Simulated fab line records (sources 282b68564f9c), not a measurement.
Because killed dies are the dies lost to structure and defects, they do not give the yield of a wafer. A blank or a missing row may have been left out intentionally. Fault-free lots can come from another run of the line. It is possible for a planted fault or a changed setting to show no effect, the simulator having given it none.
One fault through the eyes of 2 desks + flow rit cmos + numbers are kept per desk, each desk with only its own; the story behind them comes last

THE METROLOGY DESK
What the gauges read, lot by lot, whatever tool the lot ran on: means of the sampled wafers that have a number. If a lot's mean is further than 4 standard deviations from the usual mean, the lot is out of limits and carries the mark OUT (the distance appears in the brackets).
Columns: A = NRETRO_OVL at RIT_NRETRO_OVL_MEAS_06, usual -0.3 nm; B = SPACER_NITRIDE_THK at RIT_SPACER_THK_MEAS_04, usual 248.9 nm
| lot  | first seen here | A    | B     |
|------|-----------------|------|-------|
| L524 | day 2 13:10     | -0.5 | 250.3 |
| L525 | day 2 18:38     | -1.6 | 246.0 |
| L527 | day 3 02:28     | -1.7 | 250.3 |
| L528 | day 3 09:01     | 0.5  | 245.3 |
| L529 | day 3 14:00     | 1.5  | 249.2 |
| L531 | day 3 22:54     | -0.6 | 250.6 |
| L532 | day 4 03:13     | -0.3 | 247.5 |
| L533 | day 4 10:57     | -0.6 | 247.4 |
| L534 | day 4 16:10     | -0.2 | 250.4 |
| L540 | day 5 20:53     | 0.2  | 249.5 |
| L541 | day 6 04:05     | 1.6  | 246.5 |
| L542 | day 6 08:23     | 1.0  | 253.7 |
| L545 | day 6 21:47     | -3.4 | 247.0 |
| L546 | day 7 02:46     | 1.4  | 246.6 |
This desk's verdict: no lot among the 14 shows anything out of limits.

DESK OF THE TOOL OWNER: rie diel-01
The tool's own readings at RIT_SPACER_ETCHBACK_05 (etches Si3N4 in SF6/CHF3, stops on SiO2, target depth 250 nm, time 240 s): means of the sampled wafers that have a number, for each lot that ran on this tool. If a lot's mean is further than 4 standard deviations from the usual mean, the lot is out of limits and carries the mark OUT (the distance appears in the brackets).
Columns: A = drypump motor current A at RIT_SPACER_ETCHBACK_05, usual 5.6 A; B = oes product au at RIT_SPACER_ETCHBACK_05, usual 0.849 a.u.; C = run length s at RIT_SPACER_ETCHBACK_05, usual 268.3 s; D = throttle valve pct at RIT_SPACER_ETCHBACK_05, usual 10.24 %
| lot  | first seen here | A   | B               | C                       | D     |
|------|-----------------|-----|-----------------|-------------------------|-------|
| L525 | day 3 13:14     | 5.1 | 0.829           | 268.4                   | 10.24 |
| L528 | day 4 01:42     | 5.6 | 0.837           | 268.1                   | 10.37 |
| L531 | day 4 19:55     | 5.5 | 0.863           | 267.9                   | 10.12 |
| L534 | day 5 10:49     | 5.7 | 0.847           | 268.1                   | 10.43 |
| L540 | day 6 15:51     | 5.9 | 0.656 (-12) OUT | 379.7 (+99 or more) OUT | 10.27 |
| L542 | day 7 01:53     | 5.6 | 0.658 (-12) OUT | 380.2 (+99 or more) OUT | 10.30 |
This desk finds L540, L542 out of limits, L540 being first, at day 6 15:51 (oes product au at RIT_SPACER_ETCHBACK_05). L525, L528, L531, L534: within limits.

ALL TOGETHER
At day 6 15:51, on L540, L542, the tool owner's desk was in a position to raise an alarm.
Metrology desk: nothing out of limits seen.
The metrology desk holds a record of L540, L542, inside its limits.
Of the lots named, all ran RIT_SPACER_ETCHBACK_05 on rie diel-01.

WHAT THE SIMULATOR HAD PUT IN
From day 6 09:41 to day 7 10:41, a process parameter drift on rie diel-01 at RIT_SPACER_ETCHBACK_05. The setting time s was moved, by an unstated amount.
Lots struck among those shown: L540, L542.
Hours from the fault's start to each desk's first reading out of limits: the tool owner's desk, 6.
